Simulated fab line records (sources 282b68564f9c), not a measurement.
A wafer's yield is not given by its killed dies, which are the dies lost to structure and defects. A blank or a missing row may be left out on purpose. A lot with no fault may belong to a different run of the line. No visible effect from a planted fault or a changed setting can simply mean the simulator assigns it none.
A lot that was struck, set against a sound lot | flow rit cmos | 44 out of 202 route steps
Sound: these wafers, L227.3, L227.5, L227.6. Wafers struck: L226.2, L226.3, L226.4. At the end, the cause is stated.
Order at every step that has rows: each side's tool, ch and its chambers, its first start. Under that, the readings that differ: sound wafers | struck wafers | difference of the means | sigmas: that difference in standard deviations of wafers without a fault.
alike: a reading whose means differ by less than 2 such deviations, as well as words and numbers matching on both sides. not compared: withheld readings; readings where some wafer has no value; bounds like >300 that might hide an equal value; numbers whose values overlap and for which the record gives no deviation.
The two part at a step that has a row with sigmas, a row that says differs or no value, or rows on one side only. When numbers do not overlap yet have no deviation, they are printed without sigmas and do not part them. Lack of a reading on every wafer of one side parts them only where that side has two or more wafers.

first, 2 steps without rows for these wafers: RIT_NLDD_HARDBAKE_07 (time 60 s); RIT_NLDD_IMPLANT_08.
RIT_NLDD_STRIP_09: strips in O2, time 180 s.
  sound on plasma asher-03 ch 0,1, day 6 08:29; struck on plasma asher-03 ch 0,1, day 6 01:13
  alike: drypump motor current A
  not compared: rf hours counter h
RIT_NLDD_TW_MEAS_10:
  sound: film metro-03 at day 6 08:37; struck: film metro-01 at day 6 01:25
  alike: NLDD_TW
then, 6 steps without rows for these wafers: RIT_PLDD_HMDS_00 (prime time 60 s); RIT_PLDD_COAT_01 (resist thk 1000 nm); RIT_PLDD_SOFTBAKE_02 (time 60 s); RIT_PLDD_EXPOSE_03 (exposes mask M8, target cd 40900 nm); RIT_PLDD_PEB_04; RIT_PLDD_DEVELOP_05 (develop time 50 s).
RIT_PLDD_OVL_MEAS_06:
  sound: overlay-01 at day 6 09:31; struck: overlay-02 at day 6 02:19
  alike: PLDD_OVL
then, 1 step without rows for these wafers: RIT_PLDD_HARDBAKE_07 (time 60 s).
RIT_PLDD_IMPLANT_08:
  sound on implanter-02 ch 0, day 6 09:44; struck on implanter-04 ch 0, day 6 02:31
  reading            | sound                        | struck                        | difference | sigmas
  dose ions cm2      | 8.993e+14 9.01e+14 8.999e+14 | 6.365e+14 6.357e+14 6.359e+14 | -2.640e+14 | -99 or more
  faraday current uA | 2738 2752 2831               | 1920 1980 2013                | -803       | -13
  alike: beam on s
RIT_PLDD_STRIP_09: strips in O2, time 180 s.
  sound on plasma asher-02 ch 0,1, day 6 09:54; struck on plasma asher-04 ch 0,1, day 6 02:38
  alike: drypump motor current A
  not compared: rf hours counter h
RIT_PLDD_TW_MEAS_10:
  sound: film metro-04 at day 6 10:02; struck: film metro-01 at day 6 02:50
  reading | sound          | struck         | difference | sigmas
  PLDD_TW | 2322 2318 2334 | 2175 2184 2167 | -149       | -5
then, 4 steps without rows for these wafers: RIT_SPACER_CLEAN_00 (cleans in SC1, time 600 s); RIT_SPACER_CLEAN_01 (cleans in dHF, time 28.79 s); RIT_SPACER_CLEAN_02 (cleans in SC2, time 600 s); RIT_SPACER_CVD_03 (deposits Si3N4 from SiH2Cl2/NH3, target thk 250 nm, time 3300 s).
RIT_SPACER_THK_MEAS_04:
  sound: film metro-03 at day 6 13:41; struck: film metro-02 at day 6 05:31
  alike: SPACER_NITRIDE_THK
RIT_SPACER_ETCHBACK_05: etches Si3N4 in SF6/CHF3, stops on SiO2, target depth 250 nm, time 240 s.
  sound on rie diel-02 ch 0,3, day 6 13:44; struck on rie diel-02 ch 2,3, day 6 05:34
  alike: drypump motor current A, oes product au, throttle valve pct
  not compared: rf hours counter h
then, 6 steps without rows for these wafers: RIT_NSD_HMDS_00 (prime time 60 s); RIT_NSD_COAT_01 (resist thk 1000 nm); RIT_NSD_SOFTBAKE_02 (time 60 s); RIT_NSD_EXPOSE_03 (exposes mask M9, target cd 40700 nm); RIT_NSD_PEB_04; RIT_NSD_DEVELOP_05 (develop time 50 s).
RIT_NSD_OVL_MEAS_06:
  sound: overlay-01 at day 6 14:55; struck: overlay-02 at day 6 06:43
  alike: NSD_OVL
then, 2 steps without rows for these wafers: RIT_NSD_HARDBAKE_07 (time 60 s); RIT_NSD_IMPLANT_08.
RIT_NSD_STRIP_09: strips in O2, time 180 s.
  sound on plasma asher-04 ch 0,1, day 6 15:18; struck on plasma asher-01 ch 0,1, day 6 07:02
  alike: drypump motor current A
  not compared: rf hours counter h
RIT_NSD_TW_MEAS_10:
  sound: film metro-01 at day 6 15:26; struck: film metro-01 at day 6 07:13
  alike: NSD_TW
then, 6 steps without rows for these wafers: RIT_PSD_HMDS_00 (prime time 60 s); RIT_PSD_COAT_01 (resist thk 1000 nm); RIT_PSD_SOFTBAKE_02 (time 60 s); RIT_PSD_EXPOSE_03 (exposes mask M10, target cd 40900 nm); RIT_PSD_PEB_04; RIT_PSD_DEVELOP_05 (develop time 50 s).
RIT_PSD_OVL_MEAS_06:
  sound: overlay-02 at day 6 16:49; struck: overlay-01 at day 6 08:08
  reading      | sound          | struck      | difference | sigmas
  PSD_OVL (nm) | -0.8 -3.6 -2.3 | 1.7 1.8 3.1 | +4.4       | +3
then, 2 steps without rows for these wafers: RIT_PSD_HARDBAKE_07 (time 60 s); RIT_PSD_IMPLANT_08.
RIT_PSD_STRIP_09: strips in O2, time 180 s.
  sound on plasma asher-02 ch 0,1, day 6 17:14; struck on plasma asher-04 ch 0,1, day 6 08:28
  alike: drypump motor current A
  not compared: rf hours counter h
RIT_SDANNEAL_RS_MEAS_06: a four-point-probe measurement.
  sound: film metro-03 at day 6 18:07; struck: film metro-04 at day 6 09:44
  reading          | sound             | struck            | difference | sigmas
  PLDD_RS (ohm/sq) | 178.8 178.9 178.9 | 215.0 214.8 215.0 | +36.1      | +80
RIT_M1_PROBE_99:
  sound: prober-01 at day 7 03:17; struck: prober-02 at day 6 16:46
  reading                              | sound                | struck               | difference | sigmas
  killed at contacts                   | 0 0 0                | 1 0 1                | +1         | +2
  model.etest.pmos turned.r on ohm um  | 3574 3570 3539       | 4319 4235 4182       | +684       |
  model.etest.pmos_0p3.r on ohm um     | 6463 6456 6412       | 6842 6852 6810       | +391       |
  model.etest.pmos_0p15.r on ohm um    | 2886 2842 2874       | 3356 3305 3282       | +447       |
  model.etest.pldd.rs ohm sq           | 506.7 525.9 504.7    | 752.5 749.6 728.6    | +231.1     |
  model.etest.pldd.line ohm um         | 159.2 165.4 156.3    | 237.7 236.4 230.6    | +74.6      |
  model.etest.pmos turned.drive ua um  | 181.2 178.1 178.7    | 141.5 142.6 146.6    | -35.8      |
  model.etest.pmos_0p15.drive ua um    | 242.4 249.1 242.6    | 212.9 214 217        | -30.1      |
  model.etest.pmos_0p15.off log10 a um | -10.72 -10.34 -10.68 | -11.18 -11.24 -11.08 | -0.59      |
  alike: killed_at_M0_to_M3, killed at front end, killed dies, killed on rim, killed open, killed short

== WHERE THEY PART ==
Last at RIT_M1_PROBE_99 as far as this record goes, first at RIT_PLDD_IMPLANT_08.

WHY: what the simulator had put in
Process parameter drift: implanter-04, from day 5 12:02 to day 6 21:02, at RIT_PLDD_IMPLANT_08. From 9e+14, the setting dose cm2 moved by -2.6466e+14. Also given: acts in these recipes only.
